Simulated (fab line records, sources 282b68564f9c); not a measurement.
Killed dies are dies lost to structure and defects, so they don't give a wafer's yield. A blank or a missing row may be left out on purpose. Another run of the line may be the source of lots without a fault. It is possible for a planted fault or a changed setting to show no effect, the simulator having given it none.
Struck lot and sound lot, side by side :: flow ritCmos :: 15 steps out of a route of 202
Sound: these wafers, L578.4, L578.5, L578.6. Wafers L585.3, L585.4, L585.6 were the ones struck. At the end, the cause is stated.
Order at every step that has rows: each side's tool, ch and its chambers, its first start. Under that, the readings that differ: sound wafers :: struck wafers :: difference of the means :: sigmas: that difference in standard deviations of wafers without a fault.
alike: a reading whose means differ by less than 2 such deviations, as well as words and numbers matching on both sides. not compared: withheld readings; readings where some wafer has no value; bounds like >300 that might hide an equal value; numbers whose values overlap and for which the record gives no deviation.
Wherever a step has rows on one side only, a row that says differs or no value, or a row with sigmas, the two part there. Non-overlapping numbers with no deviation appear without sigmas and do not part them. A reading that every wafer of one side lacks parts them only if that side has two wafers or more.

RIT_CONTACT_STRIP_12: strips in O2, time 180 s.
  sound on plasmaAsher-01 ch 0,1, day 4 07:14; struck on plasmaAsher-03 ch 0,1, day 5 19:49
  alike: drypumpMotorCurrentA
  not compared: rfHoursCounterH
RIT_CONTACT_CD_MEAS_90: the cd target is 1000 nm.
  sound: cdSem-02 at day 4 07:25; struck: cdSem-02 at day 5 19:58
  alike: cdNm
then, 2 steps without rows for these wafers: RIT_CONTACT_CLEAN_13 (cleans in SC1, time 600 s); RIT_CONTACT_CLEAN_14 (cleans in SC2, time 600 s).
RIT_M1_SPUTTER_00: material Al, target thk 400 nm, time 500 s.
  sound: pvdSputter-04 at day 4 07:50; struck: pvdSputter-02 at day 5 20:24
  alike: throttleValvePct
RIT_M1_RS_MEAS_01: measurement is done with a four-point probe.
  sound: filmMetro-03 at day 4 08:11; struck: filmMetro-01 at day 5 20:44
  alike: M1_AL_RS
RIT_M1_THK_MEAS_02: measures by xrf.
  sound: filmMetro-03 at day 4 08:17; struck: filmMetro-01 at day 5 20:50
  alike: M1_AL_THK
then, 5 steps without rows for these wafers: RIT_M1_HMDS_03 (prime time 60 s); RIT_M1_COAT_04 (resist thk 1300 nm); RIT_M1_SOFTBAKE_05 (time 60 s); RIT_M1_EXPOSE_06 (exposes mask M12, target cd 2600 nm); RIT_M1_PEB_07.
RIT_M1_DEVELOP_08: develop time 64.68 s.
  sound on lithoTrack-04 ch 0, day 4 09:00; struck on lithoTrack-04 ch 0, day 5 21:00
reading: developerTempC (C)
sound: 22.83 22.92 22.90
struck: 23.58 23.80 23.78
difference: +0.84
sigmas: +8
RIT_M1_CD_MEAS_09: the cd target is 2600 nm.
  sound: cdSem-01 at day 4 09:36; struck: cdSem-02 at day 5 22:03
  alike: cdNm
RIT_M1_PROBE_99:
  sound: prober-01 at day 4 12:21; struck: prober-01 at day 6 00:46
  alike: defectLimitedYield, killedAtContacts, killedAtFrontEnd, killedDies, killedOpen, killedShort, sort_bin_3_pad_short, sort_bin_5_function, sort_bin_6_memory, sortNPass, sortYieldPct

## WHERE THEY PART
RIT_M1_DEVELOP_08 only, going by this record. Later steps at which nothing parts them and some readings are alike: RIT_M1_CD_MEAS_09, RIT_M1_PROBE_99.

WHY: what had been put in by the simulator
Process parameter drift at RIT_M1_DEVELOP_08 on lithoTrack-04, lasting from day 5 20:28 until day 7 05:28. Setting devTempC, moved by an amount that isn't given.
